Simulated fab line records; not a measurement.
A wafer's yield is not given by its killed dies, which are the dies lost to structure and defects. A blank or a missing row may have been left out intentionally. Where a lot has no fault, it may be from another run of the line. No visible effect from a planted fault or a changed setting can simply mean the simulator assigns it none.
Chamber matching -- flow berkeley cmos170 -- rie diel-02 running UCB170_CONTACT_ETCH_17: 4 sister chambers
The step etches BARC in N2/H2. 8 wafers are shown with their chamber, then 7 later ones without.

== WAFERS, EACH WITH ITS CHAMBER ==
wafer,chamber,throttle valve pct (%),drypump motor current A (A)
L198.2,0,13.39,5.9
L198.4,2,13.18,6.5
L198.6,1,12.98,5.7
L205.2,2,13.20,6.5
L205.3,3,13.57,6.4
L205.4,0,13.40,5.9
L203.1,1,12.97,5.8
L203.2,3,13.57,6.4

== WAFERS WITH NO CHAMBER GIVEN ==
wafer,throttle valve pct (%),drypump motor current A (A)
L203.5,13.56,6.4
L207.4,13.39,5.9
L207.5,13.40,5.9
L207.6,12.98,5.8
L209.1,12.97,5.8
L209.2,13.57,6.4
L209.5,13.40,5.9

== CHAMBER TAKEN BY EACH ==
wafer,from the rows above,in truth
L203.5,3,3
L207.4,0,0
L207.5,0,0
L207.6,1,1
L209.1,1,1
L209.2,3,3
L209.5,0,0
7 of 7 placed correctly. From these rows, 0 cannot be placed. Number placed wrongly: 0.
How it was worked out, from the rows above alone: a wafer's distance from a chamber is the root of the sum, over the readings, of the square of ((its reading less the chamber's mean) divided by the reading's scatter). The wafer belongs to the nearest chamber; if the next one is less than 2 further off, it can't be placed. A chamber's mean is the mean of its shown wafers. The scatter: take each reading less its chamber's mean, square it, sum over the shown wafers, divide by the number of wafers less the number of chambers, and take the root.
